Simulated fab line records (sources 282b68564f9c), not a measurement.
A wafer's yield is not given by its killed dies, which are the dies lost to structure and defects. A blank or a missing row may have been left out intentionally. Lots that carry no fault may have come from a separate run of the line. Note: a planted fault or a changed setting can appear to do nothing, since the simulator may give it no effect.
The tool behind it: which one? || flow ritCmos || Sampling: 7 lots, 21 wafers, 2 of 202 route steps

WHAT EACH GAUGE READ, for each wafer
RIT_WELLDRIVE_RS_MEAS_02: the measuring method here is four-point-probe.
{"lot": "L169", "measured": "day 2 08:45", "on": "filmMetro-04", "PWELL_RS (ohm/sq)": "432.3 432.3 430.9"}
{"lot": "L171", "measured": "day 2 19:31", "on": "filmMetro-04", "PWELL_RS (ohm/sq)": "429.1 428.7 428.4"}
{"lot": "L174", "measured": "day 3 09:51", "on": "filmMetro-02", "PWELL_RS (ohm/sq)": "430.9 430.1 430.4"}
{"lot": "L178", "measured": "day 4 06:37", "on": "filmMetro-04", "PWELL_RS (ohm/sq)": "428.3 428.1 427.3"}
{"lot": "L181", "measured": "day 4 21:40", "on": "filmMetro-02", "PWELL_RS (ohm/sq)": "431.2 429.9 430.5"}
{"lot": "L186", "measured": "day 5 22:11", "on": "filmMetro-03", "PWELL_RS (ohm/sq)": "432.1 433.7 432.9"}
{"lot": "L191", "measured": "day 7 01:23", "on": "filmMetro-03", "PWELL_RS (ohm/sq)": "433.0 433.2 433.4"}

WHAT TOOL EACH LOT RAN ON (gives the tool, then ch and the chambers of the sampled wafers, and finally the start)
{"lot": "L169", "RIT_PWELL_IMPLANT_08": "implanter-04 ch 0, day 2 03:10"}
{"lot": "L171", "RIT_PWELL_IMPLANT_08": "implanter-01 ch 0, day 2 13:55"}
{"lot": "L174", "RIT_PWELL_IMPLANT_08": "implanter-01 ch 0, day 3 04:16"}
{"lot": "L178", "RIT_PWELL_IMPLANT_08": "implanter-02 ch 0, day 4 00:58"}
{"lot": "L181", "RIT_PWELL_IMPLANT_08": "implanter-04 ch 0, day 4 15:14"}
{"lot": "L186", "RIT_PWELL_IMPLANT_08": "implanter-01 ch 0, day 5 16:16"}
{"lot": "L191", "RIT_PWELL_IMPLANT_08": "implanter-01 ch 0, day 6 19:29"}
- RIT_PWELL_IMPLANT_08

THE ANSWER, worked out from the rows above alone
Rule: the usual values come from the lots themselves. The widest of any qualifying gaps counts: lots, ordered by their means at a reading, are off when they make up no more than a third of the lots, leave a main group of 4 or more, and stand apart from it by 3 or more times the standard deviation of that group's means. If all means in a main group match to the digits the tables above print for the reading, that group is not used. Also off: a lot with no number at a reading for which 4 or more lots have one. Where the step has rows for the other lots, those lots are counted as sound.
None of the lots is off at any reading shown; this tells nothing.

WHAT THE SIMULATOR PUT IN
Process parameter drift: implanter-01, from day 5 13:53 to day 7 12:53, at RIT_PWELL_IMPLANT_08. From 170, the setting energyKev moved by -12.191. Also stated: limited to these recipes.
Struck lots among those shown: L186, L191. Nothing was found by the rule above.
